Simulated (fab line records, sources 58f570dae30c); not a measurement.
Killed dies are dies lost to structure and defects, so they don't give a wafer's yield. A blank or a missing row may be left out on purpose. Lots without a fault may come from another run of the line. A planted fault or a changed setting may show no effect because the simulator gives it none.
A struck lot beside a sound one | flow berkeley_cmos170 | 14 steps out of a route of 331
Sound: wafers L275.3, L275.5, L275.6. Struck: wafers L289.2, L289.3, L289.5. The cause comes at the end.
At each step with rows: each side's tool, then ch and its chambers, then its first start. Under that, the readings that differ: sound wafers | struck wafers | difference of the means | sigmas: that difference in standard deviations of wafers without a fault.
alike: readings whose means differ by less than 2 such deviations, and words and numbers that are the same on both sides. not compared: withheld readings, readings that some wafer has no value for, bounds like >300 that may hide the same value, and numbers for which the record gives no deviation and whose values overlap.
The two part at a step that has a row with sigmas, a row that says differs or no value, or rows on one side only. Numbers that don't overlap but have no deviation are shown without sigmas and don't part them. A reading that every wafer of one side lacks parts them only if that side has two wafers or more.

first, 1 step without rows for these wafers: UCB170_M2_PRE_CLEAN_00 (preclean etch time 60 s).
UCB170_M2_SPUTTER_01: material Al, target thk 900 nm, time 120 s.
  sound on pvd_sputter-02, day 8 16:38; struck on pvd_sputter-04, day 11 06:43
  alike: throttle_valve_pct
UCB170_M2_RS_MEAS_02: measures by four-point-probe.
  sound on film_metro-04, day 8 16:46; struck on film_metro-03, day 11 06:49
  alike: M2_AL_RS
UCB170_M2_THK_MEAS_03: measures by xrf.
  sound on film_metro-04, day 8 16:52; struck on film_metro-03, day 11 06:56
  alike: M2_AL_THK
then, 3 steps without rows for these wafers: UCB170_M2_HMDS_04 (prime time 60 s); UCB170_M2_COAT_05 (resist thk 900 nm); UCB170_M2_SOFTBAKE_06 (time 60 s).
UCB170_M2_STRIP_07: strips in O2.
  sound on plasma_asher-03 ch 0,1, day 8 17:23; struck on plasma_asher-02 ch 0,1, day 11 07:26
  alike: drypump_motor_current_A, oes_product_au, strip_time_to_endpoint_s
  not compared: rf_hours_counter_h
then, 4 steps without rows for these wafers: UCB170_M2_STRIP_08 (strips KrF in DMSO, time 600 s); UCB170_M2_COAT_09; UCB170_M2_COAT_10 (resist thk 900 nm); UCB170_M2_SOFTBAKE_11 (time 60 s).
UCB170_M2_EXPOSE_12: exposes mask METAL2, target cd 700 nm.
  sound on krf_scanner-01 ch 0, day 8 18:41; struck on krf_scanner-02, day 11 08:10
  no value came back on the struck wafers for exposure_dose_mJ_cm2, focus_offset_nm (nm); on the sound wafers exposure_dose_mJ_cm2 reads 25.984 25.968 25.987
  alike: mask
then, 1 step without rows for these wafers: UCB170_M2_PEB_13.

WHERE THEY PART
Only at UCB170_M2_EXPOSE_12, within this record.

WHY: what the simulator had put in
Skipped step whole: krf_scanner-02, from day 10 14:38 on, at UCB170_M2_EXPOSE_12. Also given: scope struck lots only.
